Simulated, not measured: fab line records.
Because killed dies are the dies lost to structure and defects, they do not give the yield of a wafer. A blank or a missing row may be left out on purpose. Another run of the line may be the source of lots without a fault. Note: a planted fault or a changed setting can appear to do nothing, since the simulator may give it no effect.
The same fault as seen by 2 desks | flow ritCmos | each desk holds nothing but its own numbers, with what lay behind them at the end

== AT THE METROLOGY DESK ==
Lot by lot, what the gauges showed, no matter which tool ran the lot: averages of those sampled wafers that carry a number. Any lot whose mean is over 4 standard deviations away from the usual mean is out of limits and marked OUT; that distance is given in the brackets. Only the readings that lie furthest out on some lot appear, 7 of the 14 it has.
Columns: A = PSD_RS at RIT_SDANNEAL_RS_MEAS_04, usual 114.9 ohm/sq; B = NSD_RS at RIT_SDANNEAL_RS_MEAS_05, usual 84.41 ohm/sq; C = PLDD_RS at RIT_SDANNEAL_RS_MEAS_06, usual 178.8 ohm/sq; D = NLDD_RS at RIT_SDANNEAL_RS_MEAS_07, usual 153.8 ohm/sq; E = SILICIDE_TI_THK at RIT_SILICIDE_THK_MEAS_03, usual 31.19 nm; F = CONTACT_OVL at RIT_CONTACT_OVL_MEAS_09, usual 0.3 nm; G = cdNm at RIT_M1_CD_MEAS_09, usual 2599.8 nm
lot  | first seen here | A     | B     | C     | D     | E     | F    | G
L716 | day 3 15:41     | 114.6 | 84.44 | 179.2 | 153.8 | 31.06 | 0.3  | 2600.4
L721 | day 4 18:19     | 115.1 | 83.95 | 178.5 | 154.2 | 31.30 | -0.3 | 2604.8
L723 | day 5 00:26     | 114.6 | 84.11 | 178.3 | 153.4 | 31.08 | -1.0 | 2598.6
L724 | day 5 08:52     | 114.8 | 84.50 | 178.2 | 153.5 | 31.63 | -1.1 | 2597.1
L733 | day 7 08:32     | 114.4 | 84.47 | 177.9 | 154.8 | 31.24 | 2.2  | 2600.5
L735 | day 7 16:30     | 114.8 | 84.35 | 178.7 | 154.3 | 31.13 | -1.9 | 2598.8
Result from this desk: across the 6 lots, nothing is out of limits.

== THE TOOL OWNER'S DESK: rtpAnneal-02 ==
The tool's own readings at RIT_SILICIDE_RTA_04 (time 10 s, ramp up 5 s, ramp down 5 s): means of the sampled wafers that have a number, for each lot that ran on this tool. Any lot whose mean is over 4 standard deviations away from the usual mean is out of limits and marked OUT; that distance is given in the brackets.
Columns: A = wafer_temp_C_max at RIT_SILICIDE_RTA_04, usual 654.4
lot  | first seen here | A
L721 | day 4 19:07     | 653.1
L723 | day 5 01:15     | 653.2
L733 | day 7 09:21     | 653.7
L735 | day 7 17:19     | 653.5
Result from this desk: across the 4 lots, nothing is out of limits.

== BROUGHT TOGETHER ==
At the metrology desk, nothing out of limits was observed.
The tool owner's desk saw nothing out of limits.

== WHAT HAD BEEN PUT IN BY THE SIMULATOR ==
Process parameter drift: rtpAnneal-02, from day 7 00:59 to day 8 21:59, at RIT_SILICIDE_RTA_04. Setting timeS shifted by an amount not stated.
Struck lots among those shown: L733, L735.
